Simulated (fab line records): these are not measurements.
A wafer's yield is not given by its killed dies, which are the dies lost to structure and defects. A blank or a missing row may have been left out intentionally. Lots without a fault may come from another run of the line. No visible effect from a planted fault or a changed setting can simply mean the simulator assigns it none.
A sampling plan put to the test ; flow ritCmos ; one fab line, 14 faults that these records tell of, each judged on the records of the lots that it struck
The plan is the line's own looks: the steps of the route at which a gauge or an inspection reads the wafer and doesn't change it. Where struck wafers have a number at a look and the file lists that look's usual mean and standard deviation on fault-free wafers, the look can be judged. Caught: at a look after the fault's first step, the mean of the struck wafers lies 4 or more of those standard deviations (sigma) from the usual mean. On the tool: the test repeated on the tool's own readings taken at the fault's steps. Caught also covers a different recipe on the struck wafers, or a record left blank for those wafers only.

THE FAULTS, as the simulator had put them in
1. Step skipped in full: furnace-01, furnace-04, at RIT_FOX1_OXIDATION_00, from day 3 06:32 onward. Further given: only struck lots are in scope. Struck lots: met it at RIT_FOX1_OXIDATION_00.
2. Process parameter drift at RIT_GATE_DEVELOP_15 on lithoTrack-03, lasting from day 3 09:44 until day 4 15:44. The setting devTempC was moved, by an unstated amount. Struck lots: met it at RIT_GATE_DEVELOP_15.
3. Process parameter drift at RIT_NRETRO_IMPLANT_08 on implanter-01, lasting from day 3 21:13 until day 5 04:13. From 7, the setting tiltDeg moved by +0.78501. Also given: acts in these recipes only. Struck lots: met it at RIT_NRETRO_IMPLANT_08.
4. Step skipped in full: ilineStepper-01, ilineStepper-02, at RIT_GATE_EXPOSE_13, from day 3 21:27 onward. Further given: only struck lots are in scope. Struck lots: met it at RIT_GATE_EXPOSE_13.
5. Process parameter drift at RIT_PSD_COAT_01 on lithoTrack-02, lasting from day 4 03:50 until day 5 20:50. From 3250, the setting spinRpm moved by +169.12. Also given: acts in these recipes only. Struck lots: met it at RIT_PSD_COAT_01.
6. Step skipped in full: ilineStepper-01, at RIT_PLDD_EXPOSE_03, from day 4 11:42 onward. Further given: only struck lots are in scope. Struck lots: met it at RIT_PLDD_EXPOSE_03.
7. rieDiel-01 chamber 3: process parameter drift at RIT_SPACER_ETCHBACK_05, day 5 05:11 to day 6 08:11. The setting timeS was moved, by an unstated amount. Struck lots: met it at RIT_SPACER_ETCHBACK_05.
8. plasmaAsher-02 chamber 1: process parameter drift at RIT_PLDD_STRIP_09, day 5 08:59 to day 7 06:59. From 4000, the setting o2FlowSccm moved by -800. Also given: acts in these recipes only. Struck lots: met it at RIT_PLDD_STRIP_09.
9. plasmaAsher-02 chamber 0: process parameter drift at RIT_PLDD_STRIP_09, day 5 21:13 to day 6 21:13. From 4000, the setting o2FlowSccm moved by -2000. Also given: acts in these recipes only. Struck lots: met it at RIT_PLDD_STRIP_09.
10. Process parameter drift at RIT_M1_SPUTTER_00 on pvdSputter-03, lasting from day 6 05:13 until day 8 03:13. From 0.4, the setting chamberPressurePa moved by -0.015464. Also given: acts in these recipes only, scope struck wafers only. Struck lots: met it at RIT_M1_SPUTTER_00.
11. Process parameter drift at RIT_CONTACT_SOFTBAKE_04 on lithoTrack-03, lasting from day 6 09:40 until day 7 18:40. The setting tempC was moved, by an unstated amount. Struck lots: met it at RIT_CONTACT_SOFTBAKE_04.
12. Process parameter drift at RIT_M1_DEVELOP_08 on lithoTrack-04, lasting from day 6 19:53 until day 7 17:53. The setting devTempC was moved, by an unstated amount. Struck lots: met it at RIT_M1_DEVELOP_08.
13. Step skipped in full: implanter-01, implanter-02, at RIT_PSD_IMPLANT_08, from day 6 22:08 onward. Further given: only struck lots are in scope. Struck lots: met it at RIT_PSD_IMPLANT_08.
14. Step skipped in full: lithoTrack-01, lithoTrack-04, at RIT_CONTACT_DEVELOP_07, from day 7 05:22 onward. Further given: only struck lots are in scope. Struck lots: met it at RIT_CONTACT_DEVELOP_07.

WHAT THE PLAN SAW
fault;on the tool itself;first look that catches it;reading, sigma;median hours from its first step to that look;hours from the fault's start to the first struck lot there;judged looks passed uncaught
1;the tool's record is blank for the struck wafers;no look after it can be judged;-;-;-;0
2;developerTempC -18 sigma;RIT_GATE_CD_MEAS_16;cdNm -4.9;0.8;5;0
3;tiltDeg +36 sigma;not the one look that can be judged after it;-;-;-;1
4;no reading that can be judged;no look after it can be judged;-;-;-;0
5;spinSpeedRpm +74 sigma;no look after it can be judged;-;-;-;0
6;no reading that can be judged;no look after it can be judged;-;-;-;0
7;runLengthS +99 or beyond sigma;no look after it can be judged;-;-;-;0
8;o2FlowSccm -56 sigma;none of the 2 looks that can be judged after it;-;-;-;2
9;o2FlowSccm -99 or beyond sigma;no look after it can be judged;-;-;-;0
10;chamberPressurePa -17 sigma;no look after it can be judged;-;-;-;0
11;heaterPowerTotalW +17 sigma;no look after it can be judged;-;-;-;0
12;developerTempC -8.7 sigma;not the one look that can be judged after it;-;-;-;1
13;the tool's record is blank for the struck wafers;RIT_PSD_TW_MEAS_10;PSD_TW -99 or beyond;0.3;2;0
14;the tool's record is blank for the struck wafers;no look after it can be judged;-;-;-;0
A dash: this means the fault isn't caught or the number doesn't appear in these records.

Caught at a look: 2 of 14. Caught on the tool: 12 of 14. By one or the other: 12 of 14.
On the tool alone, faults 1, 3, 5, 7, 8, 9, 10, 11, 12, 14 were caught.
Caught by neither: faults 4, 6.

THINNER SAMPLING
In the worst case, this is how late the first struck lot would be measured if the look that catches a fault measured only every second or every third lot, by lot number:
fault;struck lots at that look, in order of time;every lot;every second lot;every third lot
2;L587, L591;5 h;may miss all 2;may miss all 2
13;L389, L390;2 h;7 h;may miss all 2
Hours are from the fault's start to the first struck lot that is measured. The test against the limit of 4 sigma pooled every struck wafer, which means one lot taken alone may stay below that limit. Other struck lots may not be in these records.

THE LONGEST TIMED WAY FROM STEP TO LOOK
In fault 2, a median of 0.8 hours elapses between RIT_GATE_DEVELOP_15 and RIT_GATE_CD_MEAS_16. No look between them can be judged.
